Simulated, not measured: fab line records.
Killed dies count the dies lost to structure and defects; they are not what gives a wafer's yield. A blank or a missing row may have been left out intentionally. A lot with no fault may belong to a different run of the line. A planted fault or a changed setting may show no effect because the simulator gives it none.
2 desks looking at one fault    flow berkeley-cmos170    every desk sees just its own numbers, and what lay behind them comes last

== METROLOGY DESK ==
What the gauges read for every lot (on any tool): the sampled wafers with a number, averaged. Marked OUT: a lot whose mean sits more than 4 standard deviations from the usual mean, which makes it out of limits; the brackets give that distance.
Columns: A = cd-nm at UCB170_CONTACT_CD_MEAS_90, usual 699.7 nm; B = M1_OVL at UCB170_M1_OVL_MEAS_10, usual 2 nm
lot   first seen here  A      B
L228  day 8 07:52      698.4  5
L227  day 8 08:25      698.2  -5
L233  day 9 12:10      699.6  6
L231  day 9 12:14      699.9  -1
L230  day 9 12:26      702.4  7
L229  day 9 12:30      695.6  -2
L232  day 9 12:32      699.4  4
L236  day 9 12:43      698.9  8
L235  day 9 12:46      698.0  1
L238  day 10 03:29     701.2  5
L237  day 10 03:29     700.4  2
L239  day 10 16:34     700.7  9
L242  day 11 03:20     700.8  3
L247  day 12 07:37     698.5  -1
This desk's verdict: no lot among the 14 shows anything out of limits.

== AT THE TOOL OWNER'S DESK: litho-track-01 ==
The tool's own readings at UCB170_M1_SOFTBAKE_05 (time 60 s): means of the sampled wafers that have a number, for each lot that ran on this tool. Marked OUT: a lot whose mean sits more than 4 standard deviations from the usual mean, which makes it out of limits; the brackets give that distance.
Columns: A = chill-plate-temp-C at UCB170_M1_SOFTBAKE_05, usual 22.98 C; B = run-length-s at UCB170_M1_SOFTBAKE_05, usual 89.17 s
lot   first seen here  A      B
L229  day 9 13:00      23.02  89.11
L231  day 9 13:00      22.89  89.04
L236  day 9 14:00      22.93  89.11
L237  day 10 05:00     23.00  100.38 (+80) OUT
L242  day 11 04:00     22.96  100.31 (+80) OUT
This desk's finding: out of limits on L237, L242; first on L237, day 10 05:00 (run-length-s at UCB170_M1_SOFTBAKE_05). Within limits: L229, L231, L236.

== ALL TOGETHER ==
The tool owner's desk had the chance to raise an alarm at day 10 05:00 on L237, L242.
Metrology desk: nothing out of limits seen.
The metrology desk has L237, L242 on record, within its limits.
Of the lots named, all ran UCB170_M1_SOFTBAKE_05 on litho-track-01.

== WHAT WAS PUT IN BY THE SIMULATOR ==
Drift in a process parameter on litho-track-01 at UCB170_M1_SOFTBAKE_05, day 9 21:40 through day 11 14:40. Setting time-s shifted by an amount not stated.
Shown lots that were struck: L237, L242.
Delay in hours, fault start to first out-of-limits reading, by desk: the tool owner's desk at 7.
